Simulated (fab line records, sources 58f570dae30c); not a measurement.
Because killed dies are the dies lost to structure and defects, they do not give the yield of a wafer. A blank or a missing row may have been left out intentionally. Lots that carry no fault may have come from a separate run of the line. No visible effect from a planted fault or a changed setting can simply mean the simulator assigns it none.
Check for tools in common :: flow berkeley_cmos170 :: 42 wafers sampled across 14 lots

== THE REASON FOR OPENING IT ==
At UCB170_SDANNEAL_RS_MEAS_02 the reading PSD_RS is flagged on 2 of 14 lots. Fault-free wafers read 75.6 ohm/sq, with a standard deviation of 0.32.
Rule: a lot is flagged in two cases, either no wafer of it has a number, or all its wafers with numbers fall more than 4 standard deviations from that mean. The rest of the lots are taken to be sound.

lot: L205
measured: day 8 08:55
on: film_metro-03
PSD_RS (ohm/sq), wafer by wafer: 75.6 75.4 75.4
flag: 

lot: L208
measured: day 8 12:02
on: film_metro-02
PSD_RS (ohm/sq), wafer by wafer: 75.9 75.9 75.4
flag: 

lot: L207
measured: day 8 12:31
on: film_metro-02
PSD_RS (ohm/sq), wafer by wafer: 76.0 75.9 75.7
flag: 

lot: L209
measured: day 9 00:15
on: film_metro-01
PSD_RS (ohm/sq), wafer by wafer: 75.4 75.5 75.5
flag: 

lot: L210
measured: day 9 00:41
on: film_metro-03
PSD_RS (ohm/sq), wafer by wafer: 75.4 75.4 75.4
flag: 

lot: L212
measured: day 9 23:59
on: film_metro-02
PSD_RS (ohm/sq), wafer by wafer: 75.5 75.7 75.2
flag: 

lot: L218
measured: day 10 08:20
on: film_metro-03
PSD_RS (ohm/sq), wafer by wafer: 74.9 75.0 74.9
flag: 

lot: L216
measured: day 10 13:33
on: film_metro-02
PSD_RS (ohm/sq), wafer by wafer: 75.5 76.0 75.9
flag: 

lot: L215
measured: day 10 14:54
on: film_metro-02
PSD_RS (ohm/sq), wafer by wafer: 76.2 76.2 76.1
flag: 

lot: L223
measured: day 11 06:34
on: film_metro-03
PSD_RS (ohm/sq), wafer by wafer: 75.8 75.5 75.9
flag: 

lot: L222
measured: day 11 06:50
on: film_metro-01
PSD_RS (ohm/sq), wafer by wafer: 56.7 56.8 56.8
flag: FLAGGED

lot: L219
measured: day 11 07:08
on: film_metro-02
PSD_RS (ohm/sq), wafer by wafer: 56.7 56.7 56.7
flag: FLAGGED

lot: L220
measured: day 11 17:52
on: film_metro-02
PSD_RS (ohm/sq), wafer by wafer: 75.0 74.9 75.1
flag: 

lot: L227
measured: day 12 08:08
on: film_metro-03
PSD_RS (ohm/sq), wafer by wafer: 75.3 75.8 75.2
flag: 
Average over the flagged lots: 56.7 ohm/sq; offset from the usual -18.9 ohm/sq, equal to -59 standard deviations.

== WHICH TOOL RAN EACH LOT ==
The record keeps 1 process step preceding the reading, out of 331 steps on the route. Read each cell as the tool, then ch plus the chambers that the sampled wafers visited, then the start.
lot: L205
flag: 
UCB170_SDANNEAL_RTA_01: rtp_anneal-02 ch 0, day 8 08:51

lot: L208
flag: 
UCB170_SDANNEAL_RTA_01: rtp_anneal-02 ch 0, day 8 11:59

lot: L207
flag: 
UCB170_SDANNEAL_RTA_01: rtp_anneal-01 ch 0, day 8 12:26

lot: L209
flag: 
UCB170_SDANNEAL_RTA_01: rtp_anneal-02 ch 0, day 9 00:11

lot: L210
flag: 
UCB170_SDANNEAL_RTA_01: rtp_anneal-01 ch 0, day 9 00:37

lot: L212
flag: 
UCB170_SDANNEAL_RTA_01: rtp_anneal-01 ch 0, day 9 23:56

lot: L218
flag: 
UCB170_SDANNEAL_RTA_01: rtp_anneal-02 ch 0, day 10 08:15

lot: L216
flag: 
UCB170_SDANNEAL_RTA_01: rtp_anneal-01 ch 0, day 10 13:30

lot: L215
flag: 
UCB170_SDANNEAL_RTA_01: rtp_anneal-01 ch 0, day 10 14:50

lot: L223
flag: 
UCB170_SDANNEAL_RTA_01: rtp_anneal-02 ch 0, day 11 06:20

lot: L222
flag: FLAGGED
UCB170_SDANNEAL_RTA_01: rtp_anneal-01 ch 0, day 11 06:46

lot: L219
flag: FLAGGED
UCB170_SDANNEAL_RTA_01: rtp_anneal-01 ch 0, day 11 07:04

lot: L220
flag: 
UCB170_SDANNEAL_RTA_01: rtp_anneal-02 ch 0, day 11 17:49

lot: L227
flag: 
UCB170_SDANNEAL_RTA_01: rtp_anneal-02 ch 0, day 12 08:04
These steps, and what they do:
- UCB170_SDANNEAL_RTA_01: time 5 s.
- UCB170_SDANNEAL_RS_MEAS_02: measures by four-point-probe.

== FLAGGED OVER TOTAL, TOOL BY TOOL (the gauges that took the reading come last) ==
step: UCB170_SDANNEAL_RTA_01
tool: rtp_anneal-01
lots run: 7
flagged: 2
share of the flagged lots: all
sound lots run after its first flagged lot: 0

step: UCB170_SDANNEAL_RTA_01
tool: rtp_anneal-02
lots run: 7
flagged: 0
share of the flagged lots: none
sound lots run after its first flagged lot: -

step: UCB170_SDANNEAL_RS_MEAS_02
tool: film_metro-01
lots run: 2
flagged: 1
share of the flagged lots: some
sound lots run after its first flagged lot: 0

step: UCB170_SDANNEAL_RS_MEAS_02
tool: film_metro-02
lots run: 7
flagged: 1
share of the flagged lots: some
sound lots run after its first flagged lot: 1 (L220)

step: UCB170_SDANNEAL_RS_MEAS_02
tool: film_metro-03
lots run: 5
flagged: 0
share of the flagged lots: none
sound lots run after its first flagged lot: -

== THE TABLE: WHAT IT ALLOWS ==
In the table, 1 row covers all flagged lots: rtp_anneal-01 at UCB170_SDANNEAL_RTA_01.
- rtp_anneal-01 at UCB170_SDANNEAL_RTA_01 ran 7 lots, 2 of them flagged. Last sound lot L215 at day 10 14:50, first flagged lot L222 at day 11 06:46; a fault beginning in between fits.
Just one tool remains: rtp_anneal-01 at UCB170_SDANNEAL_RTA_01.

== WHAT THE SIMULATOR PUT IN ==
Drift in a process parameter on rtp_anneal-01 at UCB170_SDANNEAL_RTA_01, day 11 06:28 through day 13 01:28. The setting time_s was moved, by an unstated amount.
Struck lots among those shown: L222, L219. The rule given above showed the same thing.
